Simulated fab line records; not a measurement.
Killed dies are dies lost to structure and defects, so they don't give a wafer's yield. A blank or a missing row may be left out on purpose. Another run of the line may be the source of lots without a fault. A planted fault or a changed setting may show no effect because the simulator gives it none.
Code-filled problem report in 8D (eight disciplines) form ; flow berkeley cmos170 ; the parts of the form that need people (team, actions taken, sign-off) are left out

## 1. THE ISSUE
Wafers with no fault read 0.868 a.u. with a standard deviation of 0.012, whereas oes product au at UCB170_V1_ETCH_14 reads a mean of 0.805 a.u. on 1 wafer of 1 lot. Relative to the usual mean, that is a shift of -5.2 standard deviations.
The step: etches SiO2 in CHF3/CF4/Ar, stops on Al, target depth 1250 nm, time 297.6 s.
First observed at day 9 02:26: wafer L300.2, on rie diel-01. The record has a number at this step for 39 wafers belonging to 13 lots. The rule behind "out" and "out of limits": a value lying over 4 standard deviations away from the usual mean. All remaining wafers that have a number are taken as sound.

## 2. WHAT IT IS; WHAT IT IS NOT
question;is;is not
which readings at this step;oes product au;drypump motor current A, throttle valve pct
which lots;L300;L291, L292, L295, L296, L305, L306, L307, L309, L311, L312, L313, L314
which wafers of those lots;L300.2;L300.1, L300.6
read on which tools;rie diel-01;rie diel-03, rie diel-04
when;from day 9 02:26;"up to then (14 sound wafers); but 24 sound wafers of L305, L306, L307, L309, L311, L312, L313, L314 came after"

## 3. THE SUSPECTS, EACH WITH WHAT RULES IT OUT
Counting: a tool at a process step up to the reading stays a suspect if it ran every lot that is out. Sound lots after the first of them don't rule it out here, since some wafers of a struck lot are sound.
- rtp anneal-01 at UCB170_CONTACT_RTA_08 (time 10 s): kept. It ran the lot that is out, L300 (day 8 14:45); its last sound lot up to then is L291 (day 6 12:36).
- rie diel-02 at UCB170_CONTACT_ETCH_17 (etches BARC in N2/H2): kept. It ran the lot that is out, L300 (day 8 16:02).
- rie diel-01 at UCB170_V1_ETCH_14 (etches SiO2 in CHF3/CF4/Ar, stops on Al, target depth 1250 nm, time 297.6 s): kept. It ran the lot that is out, L300 (day 9 02:26); its last sound lot up to then is L295 (day 8 00:13). On those wafers its own readings are out: oes product au.
- In rie diel-01 at UCB170_V1_ETCH_14, the wafers that are out were processed in chamber 1 and their sound lot-mates in chambers 0, 2.
Still standing after the count: rtp anneal-01 at UCB170_CONTACT_RTA_08, rie diel-02 at UCB170_CONTACT_ETCH_17, rie diel-01 at UCB170_V1_ETCH_14.

## 4. THE CAUSE (what the simulator had put in)
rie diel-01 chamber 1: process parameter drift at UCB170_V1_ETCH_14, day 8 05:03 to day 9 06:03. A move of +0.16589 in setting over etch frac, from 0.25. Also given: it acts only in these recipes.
Of the 3 suspects that counting leaves, this tool is one.

## 5. THE CHAIN OF EFFECTS, in route order
Each row: a reading whose mean over the struck wafers that have a number lies more than 3 standard deviations from the usual. Only readings whose record carries a usual standard deviation are examined. hours: median over the lots of the time between each lot's start at the first step of this table that gives one and its start at this step. sigmas: the change, counted in usual standard deviations.
hours;step;reading;usual;on struck wafers;change;sigmas
0;UCB170_V1_ETCH_14;oes product au;0.868 a.u.;0.805;-0.063;-5.2
0;UCB170_V1_STRIP_15;strip time to endpoint s;15.21 s;14.52;-0.69;-7.2
Process steps it contains:
- UCB170_V1_ETCH_14: etches SiO2 in CHF3/CF4/Ar, stops on Al, target depth 1250 nm, time 297.6 s.
- UCB170_V1_STRIP_15: strips in O2.
Later measuring or inspecting steps at which every struck wafer that the step has a row for has a number for every such reading, and none has moved that far: UCB170_M2_CD_MEAS_15.

## 6. HOW IT WOULD HAVE BEEN CAUGHT EARLIER
The fault began at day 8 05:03; the first out-of-limits reading in this record came at day 9 02:26, 21 hours later.
